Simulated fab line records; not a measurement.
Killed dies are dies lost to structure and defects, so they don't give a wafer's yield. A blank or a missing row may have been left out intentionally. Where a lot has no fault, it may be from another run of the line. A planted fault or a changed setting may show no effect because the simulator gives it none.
Which of the tools did it? ; flow ritCmos ; 42 wafers from 14 lots sampled at 2 of the route's 202 steps

WHAT THE GAUGES READ, wafer by wafer
RIT_WELLDRIVE_RS_MEAS_02: measures by four-point-probe. Usual: PWELL_RS typically reads 429.0 ohm/sq, with standard deviation 1.2.
lot;measured;on;PWELL_RS (ohm/sq);flag
L614;day 2 04:11;filmMetro-04;428.8 429.0 428.8;
L615;day 2 09:22;filmMetro-04;427.5 430.8 429.3;
L616;day 2 14:43;filmMetro-01;428.0 429.0 428.6;
L617;day 2 20:05;filmMetro-01;430.6 430.1 429.5;
L618;day 3 00:17;filmMetro-02;427.8 430.7 430.6;
L619;day 3 05:07;filmMetro-01;427.5 429.7 429.9;
L620;day 3 09:49;filmMetro-01;430.6 430.0 430.7;
L623;day 4 01:47;filmMetro-04;429.2 428.5 428.1;
L624;day 4 06:32;filmMetro-04;428.7 428.6 429.1;
L626;day 4 16:40;filmMetro-01;431.1 432.3 429.9;
L627;day 4 21:57;filmMetro-02;427.4 427.3 426.6;
L628;day 5 03:02;filmMetro-02;430.3 429.3 430.1;
L632;day 5 22:53;filmMetro-01;442.0 442.3 443.8;OFF
L633;day 6 04:32;filmMetro-04;444.4 444.0 443.6;OFF

WHAT TOOL EACH LOT RAN ON (gives the tool, then ch and the chambers of the sampled wafers, and finally the start)
lot;RIT_PWELL_IMPLANT_08
L614;implanter-04 ch 0, day 1 22:36
L615;implanter-04 ch 0, day 2 03:47
L616;implanter-03 ch 0, day 2 09:07
L617;implanter-01 ch 0, day 2 14:31
L618;implanter-01 ch 0, day 2 18:42
L619;implanter-03 ch 0, day 2 23:32
L620;implanter-04 ch 0, day 3 04:14
L623;implanter-03 ch 0, day 3 20:12
L624;implanter-01 ch 0, day 4 00:20
L626;implanter-01 ch 0, day 4 10:10
L627;implanter-04 ch 0, day 4 15:43
L628;implanter-03 ch 0, day 4 20:32
L632;implanter-04 ch 0, day 5 17:19
L633;implanter-04 ch 0, day 5 22:58
- RIT_PWELL_IMPLANT_08

WHAT THE TOOLS THEMSELVES READ (means of the sampled wafers that have a number; where no wafer has one, the mark that the record gives instead)
RIT_PWELL_IMPLANT_08. Usual: doseIonsCm2 6.997e+13, standard deviation 6.4e+10; faradayCurrentUA 222, standard deviation 4.9; tiltDeg 7.002 degrees, standard deviation 0.02.
lot;tool;doseIonsCm2;faradayCurrentUA;tiltDeg (degrees);flag
L614;implanter-04;7.001e+13;220;7.007;
L615;implanter-04;6.996e+13;220;7.002;
L616;implanter-03;7.000e+13;222;7.017;
L617;implanter-01;7.007e+13;221;7.002;
L618;implanter-01;6.989e+13;224;7.013;
L619;implanter-03;7.004e+13;225;6.983;
L620;implanter-04;6.997e+13;216;7.000;
L623;implanter-03;7.002e+13;216;7.003;
L624;implanter-01;6.996e+13;223;6.984;
L626;implanter-01;7.000e+13;224;7.006;
L627;implanter-04;6.997e+13;223;6.984;
L628;implanter-03;6.993e+13;221;6.972;
L632;implanter-04;6.643e+13;208;7.012;OFF
L633;implanter-04;6.642e+13;208;7.029;OFF

THE ANSWER, worked out from the rows above alone
Rule: take the mean of a lot's wafers that have a number; if it is more than 3 standard deviations from the usual mean, the lot is off. Also off: a lot with no number at a reading for which 4 or more lots have one. The other lots that the step has rows for count as sound. First the gauges in route order, then the tools' own readings, where a lot's mean is used as printed above. At the first step where some lot is off, the reading lying furthest off is the one used; lots without a number count as furthest.
Off: L632, L633, at RIT_WELLDRIVE_RS_MEAS_02 (PWELL_RS).
A tool fits if, at a process step before that reading, it ran every lot that is off, and no sound lot after the first of them. Not tried: the gauges at RIT_WELLDRIVE_RS_MEAS_02; whatever is off there is also off at RIT_PWELL_IMPLANT_08, on other tools, and gauge error can't account for it. One candidate fits, namely implanter-04 at RIT_PWELL_IMPLANT_08. A fault onset in the window from L627 (day 4 15:43, its last sound lot) to L632 (day 5 17:19, its first lot off) fits.
On the lots that are off, the tool's own readings at RIT_PWELL_IMPLANT_08 differ by more than 5 times the standard deviation of the sound lots' means, which bears it out; doseIonsCm2 reads 6.642e+13 there versus 6.998e+13 on the sound lots.

WHAT THE SIMULATOR PUT IN
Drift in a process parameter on implanter-04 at RIT_PWELL_IMPLANT_08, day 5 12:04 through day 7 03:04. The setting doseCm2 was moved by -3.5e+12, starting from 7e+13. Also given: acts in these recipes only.
Lots struck among those shown: L632, L633. This agrees with what the rule above found.
